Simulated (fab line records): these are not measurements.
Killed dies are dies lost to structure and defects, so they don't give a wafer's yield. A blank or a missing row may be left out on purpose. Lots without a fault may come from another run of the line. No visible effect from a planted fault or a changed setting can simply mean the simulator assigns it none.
A lot that was struck, set against a sound lot    flow berkeleyCmos170    14 out of 331 route steps
Sound: the wafers L227.1, L227.2, L227.3. The struck wafers were L223.1, L223.3, L223.4. The cause is given at the end.
Per side, at each step with rows, come the tool, then ch with its chambers, and then its first start. Under that, the readings that differ: sound wafers    struck wafers    difference of the means    sigmas: that difference in standard deviations of wafers without a fault.
alike: readings with means less than 2 such deviations apart, plus words and numbers identical on both sides. not compared: withheld readings, readings lacking a value on some wafer, bounds such as >300 that could conceal the same value, and numbers that have no deviation in the record and whose values overlap.
Wherever a step has rows on one side only, a row that says differs or no value, or a row with sigmas, the two part there. Numbers that don't overlap but have no deviation are shown without sigmas and don't part them. A reading missing from all wafers of one side parts the sides only when that side holds two or more wafers.

UCB170_CONTACT_OVL_MEAS_16:
  sound: overlay-01 at day 9 15:34; struck: overlay-02 at day 8 21:04
  alike: CONTACT_OVL
UCB170_CONTACT_ETCH_17: etches BARC in N2/H2.
  sound on rieDiel-02 ch 1,2,3, day 9 15:36; struck on rieDiel-02 ch 0,2,3, day 8 21:05
  alike: drypumpMotorCurrentA, h2FlowSccm, oesProductAu, throttleValvePct
UCB170_CONTACT_ETCH_18: etches PSG in CHF3/CF4/Ar, stops on TiSi2, target depth 840 nm, time 195 s.
  sound: rieDiel-02 ch 1,2,3; struck: rieDiel-02 ch 0,2,3
  alike: drypumpMotorCurrentA, mfcArSccm, oesProductAu, throttleValvePct
  not compared: rfHoursCounterH
UCB170_CONTACT_STRIP_19: strips in O2.
  sound on plasmaAsher-03 ch 0,1, day 9 15:46; struck on plasmaAsher-04 ch 0,1, day 8 21:16
  alike: drypumpMotorCurrentA, o2FlowSccm, oesProductAu
  not compared: rfHoursCounterH
UCB170_CONTACT_CD_MEAS_90: the cd target is 700 nm.
  sound: cdSem-01 at day 9 15:52; struck: cdSem-01 at day 8 21:22
  alike: cdNm
then, 1 step without rows for these wafers: UCB170_CONTACT_CLEAN_20 (cleans in SPM, time 600 s).
UCB170_M1_SPUTTER_00: material Al, target thk 600 nm, time 80 s.
  sound: pvdSputter-02 at day 9 16:10; struck: pvdSputter-04 at day 8 21:40
  alike: throttleValvePct
UCB170_M1_RS_MEAS_01: measures by four-point-probe.
  sound: filmMetro-04 at day 9 16:13; struck: filmMetro-02 at day 8 21:43
  alike: M1_AL_RS
UCB170_M1_THK_MEAS_02: measures by xrf.
  sound: filmMetro-04 at day 9 16:20; struck: filmMetro-02 at day 8 21:50
  alike: M1_AL_THK
then, 3 steps without rows for these wafers: UCB170_M1_COAT_03; UCB170_M1_COAT_04 (resist thk 900 nm); UCB170_M1_SOFTBAKE_05 (time 60 s).
UCB170_M1_EXPOSE_06: exposes mask METAL1, target cd 700 nm.
  struck on krfScanner-02, day 8 22:28; sound on krfScanner-02 ch 0, day 9 17:35
  no value came back on the struck wafers for exposureDoseMJCm2, focusOffsetNm (nm); on the sound wafers exposureDoseMJCm2 reads 20.980 21.005 20.976
  alike: mask
after that, 1 step had no rows for these wafers: UCB170_M1_PEB_07.

WHERE THEY PART
Within this record, at UCB170_M1_EXPOSE_06 only.

WHY: what the simulator had put in
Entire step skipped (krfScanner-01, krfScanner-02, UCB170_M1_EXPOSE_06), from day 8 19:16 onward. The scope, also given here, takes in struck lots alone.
